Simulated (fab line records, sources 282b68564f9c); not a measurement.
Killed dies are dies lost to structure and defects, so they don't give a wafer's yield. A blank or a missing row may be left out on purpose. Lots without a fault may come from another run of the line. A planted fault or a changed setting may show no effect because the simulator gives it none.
A struck lot beside a sound one | flow rit_cmos | 15 steps out of a route of 202
Sound: wafers L921.4, L921.5, L921.6. Struck: wafers L925.1, L925.2, L925.3. The cause comes at the end.
At each step with rows: each side's tool, then ch and its chambers, then its first start. Under that, the readings that differ: sound wafers | struck wafers | difference of the means | sigmas: that difference in standard deviations of wafers without a fault.
alike: readings whose means differ by less than 2 such deviations, and words and numbers that are the same on both sides. not compared: withheld readings, readings that some wafer has no value for, bounds like >300 that may hide the same value, and numbers for which the record gives no deviation and whose values overlap.
The two part at a step that has a row with sigmas, a row that says differs or no value, or rows on one side only. Numbers that don't overlap but have no deviation are shown without sigmas and don't part them. A reading that every wafer of one side lacks parts them only if that side has two wafers or more.

first, 4 steps without rows for these wafers: RIT_REOX_CLEAN_00 (cleans in SC1, time 600 s); RIT_REOX_CLEAN_01 (cleans in dHF, time 30 s); RIT_REOX_CLEAN_02 (cleans in SC2, time 600 s); RIT_REOX_OXIDATION_03 (target thk 25.2 nm, ox time 5580 s).
RIT_REOX_THK_MEAS_04:
  sound on film_metro-03, day 3 02:47; struck on film_metro-02, day 3 19:19
  alike: REOX_OXIDE_THK
then, 6 steps without rows for these wafers: RIT_NLDD_HMDS_00 (prime time 60 s); RIT_NLDD_COAT_01 (resist thk 1000 nm); RIT_NLDD_SOFTBAKE_02 (time 60 s); RIT_NLDD_EXPOSE_03 (exposes mask M7, target cd 40700 nm); RIT_NLDD_PEB_04; RIT_NLDD_DEVELOP_05 (develop time 50 s).
RIT_NLDD_OVL_MEAS_06:
  sound on overlay-01, day 3 03:41; struck on overlay-02, day 3 20:22
  alike: NLDD_OVL
RIT_NLDD_HARDBAKE_07: time 60 s.
  sound on litho_track-03 ch 0, day 3 03:47; struck on litho_track-03 ch 0, day 3 20:23
  reading                                   | sound                | struck               | difference | sigmas
  heater_power_total_W (W)                  | 62.47 62.61 62.48    | 67.66 67.62 67.59    | +5.10      | +99 or more
  plate_temp_C (C)                          | 140.03 140.05 140.05 | 148.69 148.76 148.65 | +8.66      | +67
  model.NOVOLAK_of_NLDD_COAT_01.thk_nm (nm) | 883.7 884.5 881.9    | 874 875.3 878.7      | -7         |
then, 1 step without rows for these wafers: RIT_NLDD_IMPLANT_08.
RIT_M1_PROBE_99:
  the record has rows for the struck wafers here (prober-01, day 4 12:57) and none for the sound ones

WHERE THEY PART
First at RIT_NLDD_HARDBAKE_07; last, within this record, at RIT_M1_PROBE_99.

WHY: what the simulator had put in
Process parameter drift: litho_track-03, from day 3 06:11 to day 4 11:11, at RIT_NLDD_HARDBAKE_07. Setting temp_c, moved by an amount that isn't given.
